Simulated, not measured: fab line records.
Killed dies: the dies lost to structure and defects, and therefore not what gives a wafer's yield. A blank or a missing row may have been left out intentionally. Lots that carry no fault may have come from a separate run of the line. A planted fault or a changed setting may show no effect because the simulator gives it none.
fab line records    flow ritCmos
[record] lots = 6  wafers = 18  lastDay = 7
route steps=202 shown PRETRO@72 GATE@75 FOX2@80 M1@202
lots that met no fault: from a run of the same line without faults
startH: hours from the record's opening day to when the first of the lot's shown wafers began    waitH: how many hours have passed since the lot's step before this one    " unchanged from the row above    L1.1+2: one row covering several wafers at once    - no value, or no start given    * or withheld: withheld    < > ~ a bound
route shown NAME@n: NAME is a module with steps in the file, n the number in the route of the first one    usual: mean and standard deviation over wafers with no fault    same: alike in all rows    chamber/n: place in a boat    sites: readings site by site    _std_site: standard deviation across them    _edge_site: mean of outer sites minus mean of inner sites    radiusMm: how far each site lies from the wafer's centre    mask NAME#n: copy n    behind: the last tool/chamber to shape the wafer    hold: what put the lot on hold/how long, in hours/how the hold closed    device: the n, p or np transistor that did not switch    end of line: the tests these same wafers got at the end of their route    where a step has no rows: the recipe by itself    killed: dies lost to structure and defects at the first sort, not the wafer's yield    map: a wafer's dies, marking killed ones x, the rest . and places with no die _
set.NAME: the setting the step ran with; set.NAME@STEP: the setting that earlier step ran with    model.NAME: the simulator's own value behind a step, which no gauge read
a table for each step, a row for each wafer; lots at some steps of the route
services: from which hour (startH, from the record's first day; less than 0 if before it) a tool's chamber was out of use, for how many hours, and why
[[steps]]
[step RIT_PRETRO_IMPLANT_08]
[recipe] species = B  energyKev = 45  doseCm2 = 1.2e+13  tiltDeg = 7
[step RIT_PRETRO_STRIP_09]
[recipe] chemistry = O2  timeS = 180  resist = NOVOLAK  platenTempC = withheld  powerW = 500  pressureMtorr = 4000  o2FlowSccm = 4000
[usual] drypumpMotorCurrentA = 5.7/0.45
lot.wafer  tool            chamber  startH  waitH  drypumpMotorCurrentA  rfHoursCounterH
L946.2     plasmaAsher-03  0        42.97   0.1    5.9                   26
L946.3     "               0        "       "      5.9                   -
L946.5     "               0        "       "      5.9                   -
L947.1     plasmaAsher-01  0        46.56   0.1    5.1                   40
L947.5     "               1        "       "      5.3                   -
L947.6     "               0        "       "      5.1                   -
L950.2     plasmaAsher-03  0        63.06   0.1    5.9                   28
L950.3     "               0        "       "      5.9                   -
L950.6     "               1        "       "      6.2                   -
L956.2     plasmaAsher-03  1        93.40   0.1    6.2                   31
L956.4     "               1        "       "      6.1                   -
L956.5     "               1        "       "      6.1                   -
L961.3     plasmaAsher-02  1        118.34  0.1    4.9                   -
L961.4     "               0        "       "      5.9                   -
L961.6     "               1        "       "      4.9                   -
L964.2     plasmaAsher-03  1        131.79  0.1    6.2                   36
L964.4     "               1        "       "      6.2                   -
L964.6     "               1        "       "      6.1                   -
[step RIT_PRETRO_TW_MEAS_10]
[usual] PRETRO_TW = 480/3.5
lot.wafer  tool          chamber  startH  waitH  PRETRO_TW
L946.2     filmMetro-01  -        43.16   0.1    476
L946.3     "             -        "       "      478
L946.5     "             -        "       "      483
L947.1     filmMetro-01  -        46.73   0.1    476
L947.5     "             -        "       "      477
L947.6     "             -        "       "      480
L950.2     filmMetro-01  -        63.24   0.1    480
L950.3     "             -        "       "      475
L950.6     "             -        "       "      475
L956.2     filmMetro-03  -        93.58   0.1    481
L956.4     "             -        "       "      483
L956.5     "             -        "       "      481
L961.3     filmMetro-03  -        118.47  0.1    477
L961.4     "             -        "       "      475
L961.6     "             -        "       "      474
L964.2     filmMetro-03  -        131.98  0.1    475
L964.4     "             -        "       "      479
L964.6     "             -        "       "      477
[step RIT_GATE_WET_ETCH_00]
[recipe] chemistry = BOE  target = SiO2  targetDepthNm = 56  timeS = 60  dry = n2Spin  dilution = 10:1  tempC = 21.5
[step RIT_GATE_CLEAN_01]
[recipe] chemistry = SC1  mix = 3:3:50  timeS = 600  tempC = 75
[step RIT_GATE_CLEAN_02]
[recipe] chemistry = dHF  dilution = 50:1  timeS = 30
[step RIT_GATE_CLEAN_03]
[recipe] chemistry = SC2  mix = 3:3:50  timeS = 600  tempC = 75  dry = n2Spin
[step RIT_GATE_CLEAN_04]
[recipe] chemistry = dHF  dilution = 50:1  timeS = 60  dry = n2Spin
[step RIT_FOX2_THK_MEAS_91]
[recipe] reads = SiO2_of_FOX2_OXIDATION_00
[usual] FIELD_OXIDE_LEFT_2_THK = 255/4.8
lot.wafer  tool          chamber  startH  waitH  FIELD_OXIDE_LEFT_2_THK[nm]
L946.2     filmMetro-03  -        43.70   0.0    246
L946.3     "             -        "       "      251
L946.5     "             -        "       "      253
L947.1     filmMetro-03  -        47.23   0.0    244
L947.5     "             -        "       "      248
L947.6     "             -        "       "      249
L950.2     filmMetro-01  -        63.72   0.0    261
L950.3     "             -        "       "      257
L950.6     "             -        "       "      256
L956.2     filmMetro-01  -        94.06   0.0    262
L956.4     "             -        "       "      258
L956.5     "             -        "       "      265
L961.3     filmMetro-01  -        118.95  0.0    259
L961.4     "             -        "       "      256
L961.6     "             -        "       "      255
L964.2     filmMetro-03  -        132.49  0.0    262
L964.4     "             -        "       "      264
L964.6     "             -        "       "      257
[step RIT_GATE_OXIDATION_05]
[recipe] tempC = 900  ambient = O2  targetThkA = 30  oxTimeS = 270
[step RIT_GATE_ANNEAL_06]
[recipe] tempC = 900  timeS = 600  ambient = N2O
[step RIT_GATE_THK_MEAS_07]
[recipe] reads = SiO2_of_GATE_OXIDATION_05
[usual] GATE_OXIDE_THK = 3.01/0.061
lot.wafer  tool          chamber  startH  waitH  GATE_OXIDE_THK[nm]
L946.2     filmMetro-02  -        45.12   0.0    2.95
L946.3     "             -        "       "      3.06
L946.5     "             -        "       "      3.05
L947.1     filmMetro-01  -        48.62   0.0    3.10
L947.5     "             -        "       "      3.06
L947.6     "             -        "       "      3.15
L950.2     filmMetro-01  -        67.50   0.0    2.95
L950.3     "             -        "       "      2.99
L950.6     "             -        "       "      2.96
L956.2     filmMetro-02  -        97.64   0.0    3.05
L956.4     "             -        "       "      3.12
L956.5     "             -        "       "      3.10
L961.3     filmMetro-03  -        120.93  0.0    3.10
L961.4     "             -        "       "      2.96
L961.6     "             -        "       "      2.99
L964.2     filmMetro-02  -        136.79  0.0    3.00
L964.4     "             -        "       "      2.91
L964.6     "             -        "       "      2.92
[step RIT_GATE_CVD_08]
[recipe] material = poly-Si  targetThkNm = 250  tempC = 610  precursor = SiH4  timeS = 2220  pressureMtorr = 313.6  sih4FlowSccm = 100
lot.wafer   tool      chamber  startH  waitH
L946.2+3+5  lpcvd-02  1        45.17   0.0
L946.2+3+5  lpcvd-01  1        47.82   0.2
L947.1+5+6  lpcvd-01  0        48.68   0.1
L950.2+3+6  lpcvd-01  1        68.71   1.2
L950.2+3+6  lpcvd-02  1        70.50   0.2
L956.2+4+5  lpcvd-02  0        97.69   0.0
L961.3+4+6  lpcvd-01  0        120.97  0.0
L964.2+4+6  lpcvd-01  0        136.84  0.0
[step RIT_GATE_THK_MEAS_09]
[recipe] reads = poly-Si_of_GATE_CVD_08
[usual] GATE_POLY_THK = 256.2/2.1
lot.wafer  tool          chamber  startH  waitH  GATE_POLY_THK[nm]
L946.2     filmMetro-03  -        50.25   0.0    504.1
L946.3     "             -        "       "      509.2
L946.5     "             -        "       "      507.2
L947.1     filmMetro-01  -        50.29   0.0    257.1
L947.5     "             -        "       "      254.6
L947.6     "             -        "       "      254.8
L950.2     filmMetro-01  -        72.12   0.0    512.4
L950.3     "             -        "       "      509.3
L950.6     "             -        "       "      515.7
L956.2     filmMetro-01  -        99.31   0.0    253.2
L956.4     "             -        "       "      253.8
L956.5     "             -        "       "      254.1
L961.3     filmMetro-03  -        122.61  0.0    258.4
L961.4     "             -        "       "      253.2
L961.6     "             -        "       "      257.5
L964.2     filmMetro-03  -        138.47  0.0    257.3
L964.4     "             -        "       "      258.6
L964.6     "             -        "       "      259.6
[step RIT_GATE_HMDS_10]
[recipe] primeTimeS = 60  primeTempC = 140
[step RIT_GATE_COAT_11]
[recipe] resist = NOVOLAK  spinRpm = 4250  resistThkNm = 850
[step RIT_GATE_SOFTBAKE_12]
[recipe] resist = NOVOLAK  tempC = 90  timeS = 60
[step RIT_GATE_EXPOSE_13]
[recipe] maskId = M6  na = 0.6  sourceShape = conventional  sigmaOuter = 0.6  targetCdNm = 150  doseMj = 384.5
[step RIT_GATE_PEB_14]
[recipe] resist = NOVOLAK  tempC = withheld  timeS = withheld
[step RIT_GATE_DEVELOP_15]
[recipe] resist = NOVOLAK  developTimeS = 50  devTempC = 23
[step RIT_GATE_CD_MEAS_16]
[recipe] targetCdNm = 150
[usual] cdNm = 149.2/2.8
lot.wafer  tool      chamber  startH  waitH  cdNm
L947.1     cdSem-01  -        51.24   -      148.1
L947.5     "         -        "       "      147.8
L947.6     "         -        "       "      147.8
L946.2     cdSem-02  -        51.38   -      144.0
L946.3     "         -        "       "      142.8
L946.5     "         -        "       "      142.7
L950.2     cdSem-02  -        73.42   -      151.5
L950.3     "         -        "       "      149.0
L950.6     "         -        "       "      151.3
L956.2     cdSem-01  -        100.36  -      152.1
L956.4     "         -        "       "      152.1
L956.5     "         -        "       "      152.4
L961.3     cdSem-01  -        123.67  -      147.1
L961.4     "         -        "       "      147.3
L961.6     "         -        "       "      146.1
L964.2     cdSem-02  -        139.46  -      151.1
L964.4     "         -        "       "      149.5
L964.6     "         -        "       "      151.8
[step RIT_GATE_OVL_MEAS_17]
[usual] GATE_OVL = -0.6/1.4
lot.wafer  tool        chamber  startH  waitH  GATE_OVL[nm]
L947.1     overlay-01  -        51.36   0.1    -0.8
L947.5     "           -        "       "      -2.4
L947.6     "           -        "       "      -0.2
L946.2     overlay-01  -        51.49   0.1    -2.2
L946.3     "           -        "       "      -2.0
L946.5     "           -        "       "      -2.1
L950.2     overlay-02  -        73.53   0.1    -0.3
L950.3     "           -        "       "      -1.6
L950.6     "           -        "       "      -1.8
L956.2     overlay-01  -        100.46  0.1    -2.0
L956.4     "           -        "       "      -1.4
L956.5     "           -        "       "      -1.1
L961.3     overlay-01  -        123.76  0.1    -1.0
L961.4     "           -        "       "      0.1
L961.6     "           -        "       "      0.1
L964.2     overlay-02  -        139.57  0.1    0.5
L964.4     "           -        "       "      1.4
L964.6     "           -        "       "      0.0
[step RIT_GATE_HARDBAKE_18]
[recipe] resist = NOVOLAK  tempC = 140  timeS = 60
[step RIT_GATE_ETCH_19]
[recipe] chemistry = SF6/CHF3/O2  timeS = 165  SF6_flow_sccm = 30  CHF3_flow_sccm = 30  O2_flow_sccm = 5  target = poly-Si  pressureMtorr = 40  rfW = 160  targetDepthA = 3125  overEtchFrac = 0.25  stopOn = SiO2
[usual] O2_flow_sccm = 5.002/0.013  SF6_flow_sccm = 29.99/0.092  drypumpMotorCurrentA = 5.6/0.53  oesProductAu = 0.868/0.013  throttleValvePct = 10.17/0.17
lot.wafer  tool      chamber  startH  waitH  O2_flow_sccm  SF6_flow_sccm  drypumpMotorCurrentA  oesProductAu  rfHoursCounterH  throttleValvePct  model.GATE.featureDepthNm  model.etch.depthNm
L947.1     rieSi-01  2        51.55   0.1    5.005         30.08          5.6                   0.889         3                10.07             257.1                      257.1
L947.5     "         2        "       "      4.998         29.94          5.6                   0.875         -                10.04             254.6                      254.6
L947.6     "         3        "       "      5.013         29.99          5.4                   0.894         -                10.37             254.8                      254.8
L946.2     rieSi-02  1        51.70   0.1    4.990         29.83          5.8                   1.000         46               9.98              309.3                      309.3
L946.3     "         0        "       "      5.010         29.99          5.0                   1.008         2                10.21             310.5                      310.5
L946.5     "         0        "       "      5.008         30.04          5.0                   1.014         -                10.22             309.6                      309.6
L950.2     rieSi-02  1        73.77   0.1    4.998         29.97          5.8                   1.024         47               9.97              312.3                      312.3
L950.3     "         2        "       "      4.994         30.20          5.2                   0.974         71               10.50             299.3                      299.3
L950.6     "         1        "       "      5.001         30.02          5.8                   1.011         -                9.96              310.4                      310.4
L956.2     rieSi-02  2        100.64  0.1    5.015         30.05          5.2                   0.866         71               10.50             253.1                      253.1
L956.4     "         3        "       "      4.992         29.89          5.2                   0.843         25               10.14             253.8                      253.8
L956.5     "         0        "       "      4.993         29.85          5.0                   0.872         -                10.22             254.1                      254.1
L961.3     rieSi-01  0        123.93  0.1    5.030         30.05          5.9                   0.866         119              10.23             258.3                      258.3
L961.4     "         2        "       "      4.977         29.93          5.6                   0.880         4                10.07             253.1                      253.1
L961.6     "         3        "       "      5.000         29.91          5.4                   0.845         -                10.35             257.4                      257.4
L964.2     rieSi-02  2        139.75  0.1    4.978         29.85          5.2                   0.870         72               10.51             257.4                      257.4
L964.4     "         3        "       "      5.018         29.94          5.3                   0.855         26               10.11             258.8                      258.8
L964.6     "         0        "       "      5.000         29.90          5.0                   0.878         -                10.21             259.5                      259.5
[step RIT_GATE_STRIP_20]
[recipe] chemistry = O2  timeS = 180  resist = NOVOLAK  platenTempC = withheld  powerW = 500  pressureMtorr = 4000  o2FlowSccm = 4000
[usual] drypumpMotorCurrentA = 5.4/0.44
lot.wafer  tool            chamber  startH  waitH  drypumpMotorCurrentA  rfHoursCounterH
L947.1     plasmaAsher-04  0        51.65   0.1    4.8                   41
L947.5     "               1        "       "      5.4                   -
L947.6     "               0        "       "      4.8                   -
L946.2     plasmaAsher-04  0        51.83   0.1    4.8                   41
L946.3     "               0        "       "      4.8                   -
L946.5     "               1        "       "      5.4                   -
L950.2     plasmaAsher-04  1        73.87   0.1    5.4                   44
L950.3     "               0        "       "      4.8                   -
L950.6     "               1        "       "      5.4                   -
L956.2     plasmaAsher-04  1        100.75  0.1    5.4                   47
L956.4     "               1        "       "      5.4                   -
L956.5     "               0        "       "      4.8                   -
L961.3     plasmaAsher-01  1        124.10  0.1    5.3                   -
L961.4     "               0        "       "      5.1                   -
L961.6     "               1        "       "      5.3                   -
L964.2     plasmaAsher-04  1        139.86  0.1    5.4                   2
L964.4     "               1        "       "      5.4                   -
L964.6     "               1        "       "      5.4                   -
[step RIT_M1_PROBE_99]
[usual] killedAtContacts = 0.1/0.31  killedAtFrontEnd = 7/3.2  killedDies = 7/3.2  killedOnRim = 1.9/1.4  killedOpen = 3.6/1.9  killedShort = 3.6/2
[same] grossDies = 264  killed_at_M0_to_M3 = 0  killed_at_M4_up = 0  killedAtBackSide = 0  killedAtOther = 0
lot.wafer  tool       chamber  startH  waitH  killedAtContacts  killedAtFrontEnd  killedDies  killedOnRim  killedOpen  killedShort
L947.1     prober-01  -        71.53   0.1    0                 6                 6           3            1           5
L947.5     prober-01  -        71.73   0.2    0                 9                 9           1            5           4
L947.6     prober-01  -        71.78   0.2    0                 11                11          5            4           7
L946.2     prober-02  -        74.75   0.1    0                 264               264         70           8           4
L946.3     prober-02  -        74.80   0.2    0                 264               264         70           2           4
L946.5     prober-02  -        74.90   0.2    0                 264               264         70           2           4
L950.2     prober-02  -        98.32   0.1    0                 264               264         70           4           3
L950.3     prober-02  -        98.37   0.2    1                 263               264         70           2           2
L950.6     prober-02  -        98.52   0.2    0                 264               264         70           1           4
L956.2     prober-02  -        121.43  0.1    0                 11                11          3            5           5
L956.4     prober-02  -        121.53  0.2    0                 13                13          4            5           6
L956.5     prober-02  -        121.58  0.2    0                 8                 8           1            2           6
L961.3     prober-01  -        144.56  0.2    0                 17                17          3            7           10
L961.4     prober-01  -        144.61  0.2    0                 8                 8           0            5           3
L961.6     prober-01  -        144.71  0.2    0                 6                 6           1            2           4
L964.2     prober-02  -        160.92  0.1    0                 6                 6           2            3           3
L964.4     prober-02  -        161.02  0.2    1                 5                 6           2            6           0
L964.6     prober-02  -        161.12  0.2    0                 2                 2           1            2           0
// killed by level:class
L947.1 GATE:geometricParticle:short=3 FOX2:geometricParticle:open=1 FOX2:geometricParticle:short=1 SPACER:geometricParticle:short=1
L947.5 SPACER:geometricParticle:open=2 SILICIDE:geometricParticle:open=2 FOX1:geometricParticle:open=1 FOX1:geometricParticle:short=1 FOX2:geometricParticle:short=1 GATE:geometricParticle:short=1 SILICIDE:geometricParticle:short=1
L947.6 GATE:geometricParticle:short=4 SILICIDE:geometricParticle:open=3 REOX:geometricParticle:short=2 FOX1:geometricParticle:open=1 SILICIDE:geometricParticle:short=1
L946.2 GATE:areaEtch=252 SILICIDE:geometricParticle:open=5 SPACER:geometricParticle:short=3 GATE:geometricParticle:open=2 SPACER:geometricParticle:open=1 SILICIDE:geometricParticle:short=1
L946.3 GATE:areaEtch=258 FOX1:geometricParticle:short=2 SPACER:geometricParticle:short=2 FOX1:geometricParticle:open=1 GATE:geometricParticle:open=1
L946.5 GATE:areaEtch=258 SILICIDE:geometricParticle:short=2 FOX2:geometricParticle:short=1 GATE:geometricParticle:open=1 SPACER:geometricParticle:short=1 SPACER:geometricParticle:open=1
L950.2 GATE:areaEtch=257 GATE:geometricParticle:open=2 GATE:geometricParticle:short=2 REOX:geometricParticle:open=1 SILICIDE:geometricParticle:short=1 SILICIDE:geometricParticle:open=1
L950.3 GATE:areaEtch=260 FOX2:geometricParticle:open=1 GATE:geometricParticle:open=1 REOX:geometricParticle:short=1 CONTACT:geometricParticle:short=1
L950.6 GATE:areaEtch=259 GATE:geometricParticle:short=2 FOX1:geometricParticle:open=1 FOX2:geometricParticle:short=1 REOX:geometricParticle:short=1
L956.2 GATE:geometricParticle:short=2 REOX:geometricParticle:short=2 REOX:geometricParticle:open=2 SILICIDE:geometricParticle:open=2 FOX1:geometricParticle:short=1 GATE:geometricParticle:open=1 PRETRO:coatMicrobubblePrinted=1
L956.4 FOX1:geometricParticle:open=4 FOX1:geometricParticle:short=2 SPACER:geometricParticle:short=2 PRETRO:coatMicrobubblePrinted=2 GATE:geometricParticle:short=1 REOX:geometricParticle:open=1 REOX:geometricParticle:short=1
L956.5 GATE:geometricParticle:short=3 ACTIVE:geometricParticle:short=1 FOX1:geometricParticle:short=1 GATE:geometricParticle:open=1 REOX:geometricParticle:open=1 SPACER:geometricParticle:short=1
L961.3 GATE:geometricParticle:short=6 GATE:geometricParticle:open=3 SILICIDE:geometricParticle:short=3 REOX:geometricParticle:open=2 FOX1:geometricParticle:short=1 SPACER:geometricParticle:open=1 SILICIDE:geometricParticle:open=1
L961.4 FOX1:geometricParticle:open=3 REOX:geometricParticle:short=2 GATE:geometricParticle:short=1 SPACER:geometricParticle:open=1 SILICIDE:geometricParticle:open=1
L961.6 GATE:geometricParticle:short=3 GATE:geometricParticle:open=2 REOX:geometricParticle:short=1
L964.2 GATE:geometricParticle:open=2 GATE:geometricParticle:short=2 SILICIDE:geometricParticle:open=1 SILICIDE:geometricParticle:short=1
L964.4 GATE:geometricParticle:open=3 FOX1:geometricParticle:open=2 CONTACT:geometricParticle:open=1
L964.6 FOX1:geometricParticle:open=1 GATE:geometricParticle:open=1
// map L946.2 (x killed, . not)
________xxxxxxx_______
_____xxxxxxxxxxxxx____
____xxxxxxxxxxxxxxx___
___xxxxxxxxxxxxxxxxx__
__xxxxxxxxxxxxxxxxxxx_
__xxxxxxxxxxxxxxxxxxx_
_xxxxxxxxxxxxxxxxxxxxx
_xxxxxxxxxxxxxxxxxxxxx
_xxxxxxxxxxxxxxxxxxxxx
_xxxxxxxxxxxxxxxxxxxxx
__xxxxxxxxxxxxxxxxxxx_
__xxxxxxxxxxxxxxxxxxx_
___xxxxxxxxxxxxxxxxx__
____xxxxxxxxxxxxxxx___
_____xxxxxxxxxxxxx____
________xxxxxxx_______
// map L950.2 (x killed, . not)
________xxxxxxx_______
_____xxxxxxxxxxxxx____
____xxxxxxxxxxxxxxx___
___xxxxxxxxxxxxxxxxx__
__xxxxxxxxxxxxxxxxxxx_
__xxxxxxxxxxxxxxxxxxx_
_xxxxxxxxxxxxxxxxxxxxx
_xxxxxxxxxxxxxxxxxxxxx
_xxxxxxxxxxxxxxxxxxxxx
_xxxxxxxxxxxxxxxxxxxxx
__xxxxxxxxxxxxxxxxxxx_
__xxxxxxxxxxxxxxxxxxx_
___xxxxxxxxxxxxxxxxx__
____xxxxxxxxxxxxxxx___
_____xxxxxxxxxxxxx____
________xxxxxxx_______
[[services]]
tool            chamber  startH  hours  kind
rieSi-01        3        55.63   -      clean
rieSi-01        3        55.63   24.7   scheduledDown
rieSi-01        3        55.63   24.7   ventCycle
plasmaAsher-01  -        71.10   1.1    repair
rieSi-01        -        74.55   2.8    pm
rieSi-02        2        86.26   2.5    repair
plasmaAsher-04  -        93.70   0.7    repair
plasmaAsher-04  -        108.75  9.0    pm
plasmaAsher-04  0        108.75  9.0    ventCycle
plasmaAsher-04  1        108.75  9.0    ventCycle
plasmaAsher-04  -        117.75  2.8    pm
plasmaAsher-04  0        117.75  -      clean
plasmaAsher-04  1        117.75  -      clean
[[key]]
[firstSign] step = RIT_GATE_CVD_08  reading = visit  direction = added
[effect] step = RIT_GATE_THK_MEAS_09  reading = GATE_POLY_THK  direction = up  sigmas = 99+  usual = 256.2  struck = 509.6
[effect] step = RIT_GATE_ETCH_19  reading = oesProductAu  direction = up  sigmas = 11  usual = 0.868  struck = 1.005
[effect] step = RIT_M1_PROBE_99  reading = killedDies  direction = up  sigmas = 81  usual = 7  struck = 264
[modelEffect] step = RIT_GATE_ETCH_19  value = GATE.featureDepthNm  without = 254.7  struck = 308.6
[moreKillsBornAt] RIT_GATE_ETCH_19@rieSi-02 = 1544
metAt RIT_GATE_CVD_08
struckWafers L946.2,L946.3,L946.5,L950.2,L950.3,L950.6
laterRowsLeftOut L946.2,L946.3,L946.5,L950.2,L950.3,L950.6
testerLeftOut L946,L950
[fault] kind = repeatedStepWhole  tool = lpcvd-01,lpcvd-02  chamber = -  onsetH = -  steps = RIT_GATE_CVD_08  times = 1  scope = struckLotsOnly
// testerLeftOut: of these lots the tester's yield and bins aren't shown, on N5 and GAA mostly nor the transistor test; their killed dies are dies lost to structure and defects alone, not to doping, threshold or leakage, so they don't give the yield
// laterRowsLeftOut: the simulator's readings of these wafers behind a module that went badly wrong aren't trusted and aren't shown, but for the sort
